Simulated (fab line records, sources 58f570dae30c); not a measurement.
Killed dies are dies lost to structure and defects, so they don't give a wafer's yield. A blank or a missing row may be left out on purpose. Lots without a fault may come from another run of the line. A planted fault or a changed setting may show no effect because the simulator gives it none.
A struck lot beside a sound one | flow berkeley_cmos170 | 20 steps out of a route of 331
Sound: wafers L888.3, L888.5, L888.6. Struck: wafers L890.2, L890.3, L890.4. The cause comes at the end.
At each step with rows: each side's tool, then ch and its chambers, then its first start. Under that, the readings that differ: sound wafers | struck wafers | difference of the means | sigmas: that difference in standard deviations of wafers without a fault.
alike: readings whose means differ by less than 2 such deviations, and words and numbers that are the same on both sides. not compared: withheld readings, readings that some wafer has no value for, bounds like >300 that may hide the same value, and numbers for which the record gives no deviation and whose values overlap.
The two part at a step that has a row with sigmas, a row that says differs or no value, or rows on one side only. Numbers that don't overlap but have no deviation are shown without sigmas and don't part them. A reading that every wafer of one side lacks parts them only if that side has two wafers or more.

first, 6 steps without rows for these wafers: UCB170_NVT_HMDS_00 (prime time 60 s); UCB170_NVT_COAT_01 (resist thk 900 nm); UCB170_NVT_SOFTBAKE_02 (time 60 s); UCB170_NVT_EXPOSE_03 (exposes mask PWELL, target cd 3000 nm); UCB170_NVT_PEB_04; UCB170_NVT_DEVELOP_05 (develop time 45 s).
UCB170_NVT_OVL_MEAS_06:
  sound on overlay-01, day 8 07:21; struck on overlay-01, day 9 05:15
  alike: NVT_OVL
then, 1 step without rows for these wafers: UCB170_NVT_IMPLANT_07.
UCB170_NVT_STRIP_08: strips in O2.
  sound on plasma_asher-01 ch 0,1, day 8 07:34; struck on plasma_asher-01 ch 0,1, day 9 05:26
  alike: drypump_motor_current_A, oes_product_au, strip_time_to_endpoint_s
  not compared: rf_hours_counter_h
UCB170_NVT_TW_MEAS_09:
  sound on film_metro-02, day 8 07:38; struck on film_metro-01, day 9 05:32
  alike: NVT_TW
then, 2 steps without rows for these wafers: UCB170_NVT_CLEAN_10 (cleans in SPM, time 600 s); UCB170_PVT_HMDS_00 (prime time 60 s).
UCB170_PVT_COAT_01: resist thk 900 nm.
  sound on litho_track-04 ch 0, day 8 08:04; struck on litho_track-04, day 9 06:43
  no value came back on the struck wafers for chill_plate_temp_C (C), dispense_pressure_kPa (kPa); on the sound wafers chill_plate_temp_C (C) reads 22.90 23.08 23.19
then, 4 steps without rows for these wafers: UCB170_PVT_SOFTBAKE_02 (time 60 s); UCB170_PVT_EXPOSE_03 (exposes mask NWELL, target cd 3000 nm); UCB170_PVT_PEB_04; UCB170_PVT_DEVELOP_05 (develop time 45 s).
UCB170_PVT_OVL_MEAS_06:
  sound on overlay-01, day 8 09:02; struck on overlay-01, day 9 08:11
  reading      | sound | struck | difference                    | sigmas
  PVT_OVL (nm) | 9 3 9 | - - -  | no value on the struck wafers |
then, 1 step without rows for these wafers: UCB170_PVT_IMPLANT_07.
-- the record jumps here: 2 days lie between the struck wafers' starts before and after (it left off in module PVT and takes up again in module M3, whose first step shown is number 331 of the route) --
UCB170_M3_PROBE_99:
  the record has rows for the struck wafers here (prober-01, day 11 13:14) and none for the sound ones

WHERE THEY PART
First at UCB170_PVT_COAT_01; last, within this record, at UCB170_M3_PROBE_99.

WHY: what the simulator had put in
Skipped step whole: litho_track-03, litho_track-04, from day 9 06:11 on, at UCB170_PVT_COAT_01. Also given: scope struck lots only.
